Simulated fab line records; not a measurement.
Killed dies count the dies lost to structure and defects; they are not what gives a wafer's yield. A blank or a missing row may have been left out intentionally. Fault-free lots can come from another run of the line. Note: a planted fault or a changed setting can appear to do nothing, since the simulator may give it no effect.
Check of tool commonality || flow rit cmos || Sample size 15 lots and 45 wafers

THE REASON FOR OPENING IT
At RIT_NSD_TW_MEAS_10 the reading NSD_TW is flagged on 3 of 15 lots. Wafers without a fault read 3058, standard deviation 36.
Rule: a lot is flagged in two cases, either no wafer of it has a number, or all its wafers with numbers fall more than 4 standard deviations from that mean. The other lots count as sound.

{"lot": "L689", "measured": "day 3 03:01", "on": "film metro-03", "NSD_TW, wafer by wafer": "3051 3032 3038", "flag": ""}
{"lot": "L690", "measured": "day 3 09:54", "on": "film metro-03", "NSD_TW, wafer by wafer": "3040 3043 3034", "flag": ""}
{"lot": "L691", "measured": "day 3 16:29", "on": "film metro-02", "NSD_TW, wafer by wafer": "3043 3045 3037", "flag": ""}
{"lot": "L692", "measured": "day 3 19:24", "on": "film metro-03", "NSD_TW, wafer by wafer": "3034 3029 3029", "flag": ""}
{"lot": "L693", "measured": "day 4 00:22", "on": "film metro-03", "NSD_TW, wafer by wafer": "3030 3034 3029", "flag": ""}
{"lot": "L694", "measured": "day 4 07:02", "on": "film metro-04", "NSD_TW, wafer by wafer": "3130 3104 3129", "flag": ""}
{"lot": "L695", "measured": "day 4 09:04", "on": "film metro-03", "NSD_TW, wafer by wafer": "3032 3020 3049", "flag": ""}
{"lot": "L696", "measured": "day 4 13:43", "on": "film metro-03", "NSD_TW, wafer by wafer": "3009 3025 3012", "flag": ""}
{"lot": "L697", "measured": "day 4 22:06", "on": "film metro-03", "NSD_TW, wafer by wafer": "3004 3023 3029", "flag": ""}
{"lot": "L698", "measured": "day 5 06:46", "on": "film metro-04", "NSD_TW, wafer by wafer": "3119 3121 3114", "flag": ""}
{"lot": "L705", "measured": "day 6 12:11", "on": "film metro-04", "NSD_TW, wafer by wafer": "2873 2874 2866", "flag": "FLAGGED"}
{"lot": "L706", "measured": "day 6 16:41", "on": "film metro-02", "NSD_TW, wafer by wafer": "2847 2837 2862", "flag": "FLAGGED"}
{"lot": "L707", "measured": "day 6 19:38", "on": "film metro-04", "NSD_TW, wafer by wafer": "2895 2889 2883", "flag": "FLAGGED"}
{"lot": "L710", "measured": "day 7 10:36", "on": "film metro-03", "NSD_TW, wafer by wafer": "3039 3027 3047", "flag": ""}
{"lot": "L712", "measured": "day 7 21:39", "on": "film metro-03", "NSD_TW, wafer by wafer": "3027 3041 3020", "flag": ""}
Average over the flagged lots: 2870; offset from the usual -188, equal to -5 standard deviations.

TOOL THAT RAN EACH LOT
The record holds 1 process step before the reading, out of a route of 202 steps. Each cell gives the tool, then ch followed by the chambers the sampled wafers passed through, then the start.
{"lot": "L689", "flag": "", "RIT_NSD_IMPLANT_08": "implanter-03 ch 0, day 3 02:41"}
{"lot": "L690", "flag": "", "RIT_NSD_IMPLANT_08": "implanter-02 ch 0, day 3 09:35"}
{"lot": "L691", "flag": "", "RIT_NSD_IMPLANT_08": "implanter-03 ch 0, day 3 16:10"}
{"lot": "L692", "flag": "", "RIT_NSD_IMPLANT_08": "implanter-03 ch 0, day 3 19:05"}
{"lot": "L693", "flag": "", "RIT_NSD_IMPLANT_08": "implanter-03 ch 0, day 4 00:05"}
{"lot": "L694", "flag": "", "RIT_NSD_IMPLANT_08": "implanter-04 ch 0, day 4 06:45"}
{"lot": "L695", "flag": "", "RIT_NSD_IMPLANT_08": "implanter-03 ch 0, day 4 08:44"}
{"lot": "L696", "flag": "", "RIT_NSD_IMPLANT_08": "implanter-03 ch 0, day 4 13:26"}
{"lot": "L697", "flag": "", "RIT_NSD_IMPLANT_08": "implanter-04 ch 0, day 4 21:47"}
{"lot": "L698", "flag": "", "RIT_NSD_IMPLANT_08": "implanter-03 ch 0, day 5 06:27"}
{"lot": "L705", "flag": "FLAGGED", "RIT_NSD_IMPLANT_08": "implanter-03 ch 0, day 6 11:51"}
{"lot": "L706", "flag": "FLAGGED", "RIT_NSD_IMPLANT_08": "implanter-03 ch 0, day 6 16:23"}
{"lot": "L707", "flag": "FLAGGED", "RIT_NSD_IMPLANT_08": "implanter-03 ch 0, day 6 19:19"}
{"lot": "L710", "flag": "", "RIT_NSD_IMPLANT_08": "implanter-04 ch 0, day 7 10:17"}
{"lot": "L712", "flag": "", "RIT_NSD_IMPLANT_08": "implanter-02 ch 0, day 7 21:20"}
What the steps here do:
- RIT_NSD_IMPLANT_08
- RIT_NSD_TW_MEAS_10

FLAGGED AGAINST TOTAL, ONE TOOL AT A TIME (gauges that did the reading follow at the end)
{"step": "RIT_NSD_IMPLANT_08", "tool": "implanter-02", "lots run": 2, "flagged": 0, "share of the flagged lots": "none", "sound lots run after its first flagged lot": "-"}
{"step": "RIT_NSD_IMPLANT_08", "tool": "implanter-03", "lots run": 10, "flagged": 3, "share of the flagged lots": "all", "sound lots run after its first flagged lot": 0}
{"step": "RIT_NSD_IMPLANT_08", "tool": "implanter-04", "lots run": 3, "flagged": 0, "share of the flagged lots": "none", "sound lots run after its first flagged lot": "-"}
{"step": "RIT_NSD_TW_MEAS_10", "tool": "film metro-02", "lots run": 2, "flagged": 1, "share of the flagged lots": "some", "sound lots run after its first flagged lot": 0}
{"step": "RIT_NSD_TW_MEAS_10", "tool": "film metro-03", "lots run": 9, "flagged": 0, "share of the flagged lots": "none", "sound lots run after its first flagged lot": "-"}
{"step": "RIT_NSD_TW_MEAS_10", "tool": "film metro-04", "lots run": 4, "flagged": 2, "share of the flagged lots": "some", "sound lots run after its first flagged lot": 0}

WHAT THE TABLE ALLOWS
1 row of the table ran every flagged lot: implanter-03 at RIT_NSD_IMPLANT_08.
- implanter-03 at RIT_NSD_IMPLANT_08: 3 of its 10 lots flagged. It ran its last sound lot, L698, at day 5 06:27 and its first flagged lot, L705, at day 6 11:51: a fault with its onset between the two fits. Its own readings lie more than 4 standard deviations out on every wafer of the flagged lots: dose ions cm2, faraday current uA.
implanter-03 at RIT_NSD_IMPLANT_08 is the single tool remaining.

WHAT THE SIMULATOR HAD PUT IN
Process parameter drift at RIT_NSD_IMPLANT_08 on implanter-03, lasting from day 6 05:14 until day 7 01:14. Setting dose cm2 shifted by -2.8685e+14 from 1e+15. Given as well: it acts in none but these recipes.
Struck lots among those shown: L705, L706, L707. The same result came from the rule above.
